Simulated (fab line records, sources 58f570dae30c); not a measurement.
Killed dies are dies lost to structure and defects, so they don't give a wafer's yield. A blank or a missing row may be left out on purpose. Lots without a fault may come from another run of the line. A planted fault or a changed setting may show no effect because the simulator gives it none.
Split-lot experiment | flow berkeley_cmos170 | 5 lots, 23 wafers read, on a route of 331 steps

THE SPLIT
At UCB170_PWELL_COAT_08 (resist thk 900 nm), the setting resist_thk_nm was moved away from the recipe's 900 nm on 7 of the 23 wafers read, by -5.1% to +3.1%. The other wafers ran this setting at the recipe's value.

FROM THE SPLIT TO THE READING: what the file shows between them, 3 steps
- UCB170_PWELL_SOFTBAKE_09: time 60 s
- UCB170_PWELL_EXPOSE_10: exposes mask PWELL, target cd 3000 nm
- UCB170_PWELL_DEVELOP_12: develop time 45 s

THE READING
KrF_of_PWELL_COAT_08.thk_nm (the simulator's own value, which no gauge read), in nm, at UCB170_PWELL_ETCH_14 (etches Si3N4 in CH3F/Ar/O2, stops on SiO2, target depth 242 nm, time 151 s). The file gives no usual value for it. The 16 wafers here that ran the recipe average 727.9 nm, standard deviation 5.8 nm.

wafer  | tool, chamber at the split | resist_thk_nm as run, nm | against the recipe | KrF_of_PWELL_COAT_08.thk_nm, nm | against lot-mates on the recipe
L074.2 | litho_track-03, 0          | 900                      | recipe             | 717.1                           | -
L074.3 | litho_track-03, 0          | 900                      | recipe             | 722.7                           | -
L074.4 | litho_track-03, 0          | 900                      | recipe             | 733.6                           | -
L074.5 | litho_track-03, 0          | 900                      | recipe             | 735.3                           | -
L074.6 | litho_track-03, 0          | 900                      | recipe             | 729.4                           | -
L075.1 | litho_track-03, 0          | 928.1                    | +3.1%              | 749.9                           | +24.1
L075.2 | litho_track-03, 0          | 900                      | recipe             | 732.9                           | -
L075.3 | litho_track-03, 0          | 928.1                    | +3.1%              | 764                             | +38.2
L075.4 | litho_track-03, 0          | 900                      | recipe             | 720.6                           | -
L075.5 | litho_track-03, 0          | 900                      | recipe             | 723.8                           | -
L077.2 | litho_track-02, 0          | 853.8                    | -5.1%              | 676.3                           | -58.2
L077.3 | litho_track-02, 0          | 900                      | recipe             | 734.9                           | -
L077.4 | litho_track-02, 0          | 900                      | recipe             | 731.7                           | -
L077.5 | litho_track-02, 0          | 900                      | recipe             | 737                             | -
L077.6 | litho_track-02, 0          | 853.8                    | -5.1%              | 687.5                           | -47.0
L081.1 | litho_track-01, 0          | 875.2                    | -2.8%              | 697                             | -29.5
L081.2 | litho_track-01, 0          | 900                      | recipe             | 730.7                           | -
L081.3 | litho_track-01, 0          | 875.2                    | -2.8%              | 697.8                           | -28.7
L081.5 | litho_track-01, 0          | 900                      | recipe             | 722.2                           | -
L081.6 | litho_track-01, 0          | 875.2                    | -2.8%              | 695.4                           | -31.1
L082.1 | litho_track-01, 0          | 900                      | recipe             | 726.9                           | -
L082.2 | litho_track-01, 0          | 900                      | recipe             | 724                             | -
L082.5 | litho_track-01, 0          | 900                      | recipe             | 724.3                           | -

THE FIT
A straight line over all 23 wafers: KrF_of_PWELL_COAT_08.thk_nm changes by +9.54 nm for each +1% of resist_thk_nm; r = +0.95; the points scatter about the line by 6.2 nm.
The same after taking each lot's own level away (the mean of its wafers on the recipe; 23 wafers): +10.3 nm for each +1%; r = +0.97; scatter 5.1 nm.
On that fit, the largest move of resist_thk_nm shifts the reading by 53 nm.
The lots' own levels span 725.07 to 734.53 nm, that is 1.6 times the standard deviation above.
So the lot-to-lot level changes the slope little: the two slopes agree.
Check: with one of the wafers moved furthest among these (-5.1%) left out of the fit, the line predicts -51.1 nm for it against its lot-mates. It came out at -58.2 nm against them.

OTHER SPLITS ON THESE WAFERS
These wafers also went through other splits before the reading. Each is held against what the fit with the lots' levels taken away leaves over:
other split on the same wafers     | wafers away from the commonest value | r with KrF_of_PWELL_COAT_08.thk_nm (lot level and that fit taken away)
UCB170_ZERO_ETCH_06 over_etch_frac | 8                                    | -0.07
UCB170_NWELL_IMPLANT_14 dose_cm2   | 7                                    | +0.22

THE WHOLE CHAIN: every reading that the file lists as answering this split, in the file's order
step                  | what it does                                                               | reading                                                                      | change (the file's fit)              | r (the file's)
UCB170_PWELL_COAT_08  | resist thk 900 nm                                                          | KrF_of_PWELL_COAT_08.thk_nm (the simulator's own value, which no gauge read) | +8.88 nm for each +1% of the setting | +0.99
UCB170_PWELL_ETCH_14  | etches Si3N4 in CH3F/Ar/O2, stops on SiO2, target depth 242 nm, time 151 s | KrF_of_PWELL_COAT_08.thk_nm (the simulator's own value, which no gauge read) | +10.3 nm for each +1% of the setting | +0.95
UCB170_PWELL_STRIP_16 | strips in O2                                                               | strip_time_to_endpoint_s                                                     | withheld for each +1% of the setting | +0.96

THE FILE'S OWN FIT
KrF_of_PWELL_COAT_08.thk_nm changes by +10.3 nm for each +1% of resist_thk_nm, r = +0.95.
